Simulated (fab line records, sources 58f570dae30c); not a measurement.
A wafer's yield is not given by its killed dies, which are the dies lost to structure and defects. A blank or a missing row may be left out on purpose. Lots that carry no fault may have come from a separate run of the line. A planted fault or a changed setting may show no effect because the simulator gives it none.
Which tool is to blame? || flow berkeleyCmos170 || 7 lots, 21 wafers sampled, at 2 steps of a route of 331

== WHAT THE GAUGES READ, wafer by wafer ==
UCB170_PSD_OVL_MEAS_07.
{"lot": "L100", "measured": "day 7 04:58", "on": "overlay-02", "PSD_OVL (nm)": "4 7 8"}
{"lot": "L999", "measured": "day 7 05:08", "on": "overlay-02", "PSD_OVL (nm)": "1 0 1"}
{"lot": "L104", "measured": "day 7 13:01", "on": "overlay-01", "PSD_OVL (nm)": "-2 17 5"}
{"lot": "L109", "measured": "day 9 01:49", "on": "overlay-02", "PSD_OVL (nm)": "-169 -168 -165 -165 -165 -175"}
{"lot": "L111", "measured": "day 9 08:17", "on": "overlay-02", "PSD_OVL (nm)": "3 2 12"}
{"lot": "L113", "measured": "day 10 02:13", "on": "overlay-01", "PSD_OVL (nm)": "-154 -156 -143 -151 -166 -140"}
{"lot": "L119", "measured": "day 11 01:43", "on": "overlay-02", "PSD_OVL (nm)": "2 1 17"}

== WHAT TOOL EACH LOT RAN ON (gives the tool, then ch and the chambers of the sampled wafers, and finally the start) ==
{"lot": "L100", "UCB170_PSD_EXPOSE_03": "krfScanner-01 ch 0, day 7 03:58"}
{"lot": "L999", "UCB170_PSD_EXPOSE_03": "krfScanner-01 ch 0, day 7 04:33"}
{"lot": "L104", "UCB170_PSD_EXPOSE_03": "krfScanner-02 ch 0, day 7 12:31"}
{"lot": "L109", "UCB170_PSD_EXPOSE_03": "krfScanner-01 ch 0, day 9 01:18"}
{"lot": "L111", "UCB170_PSD_EXPOSE_03": "krfScanner-02 ch 0, day 9 07:46"}
{"lot": "L113", "UCB170_PSD_EXPOSE_03": "krfScanner-01 ch 0, day 10 00:56"}
{"lot": "L119", "UCB170_PSD_EXPOSE_03": "krfScanner-02 ch 0, day 11 01:12"}
- UCB170_PSD_EXPOSE_03: exposes mask PSELECT MOD, target cd 1200 nm.

== THE ANSWER, worked out from the rows above alone ==
Rule: what is usual is taken from the lots themselves. Put in order of their means at a reading, lots are off if they are a third of the lots or fewer, leave a main group of 4 or more, and stand apart from it by a gap of 3 or more times the standard deviation of the main group's means; of several such gaps the widest counts. If all means in a main group match to the digits the tables above print for the reading, that group is not used. Also off: a lot with no number at a reading for which 4 or more lots have one. The other lots that the step has rows for count as sound.
Off: L109, L113, seen at UCB170_PSD_OVL_MEAS_07 (PSD_OVL). The main group has a mean of 5 nm with a standard deviation of 2.3.
A tool fits if, at a process step before that reading, it ran every lot that is off, and no sound lot after the first of them. Gauges at UCB170_PSD_OVL_MEAS_07: tried the same way as those tools. One fits: krfScanner-01 at UCB170_PSD_EXPOSE_03. Its last sound lot is L999 (day 7 04:33), its first lot that is off L109 (day 9 01:18): a fault that began between those two fits.

== WHAT THE SIMULATOR HAD INSERTED ==
Scanner matching overlay: krfScanner-01, from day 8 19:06 on, at UCB170_PSD_EXPOSE_03. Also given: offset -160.
Struck lots among those shown: L109, L113. The same result came from the rule above.
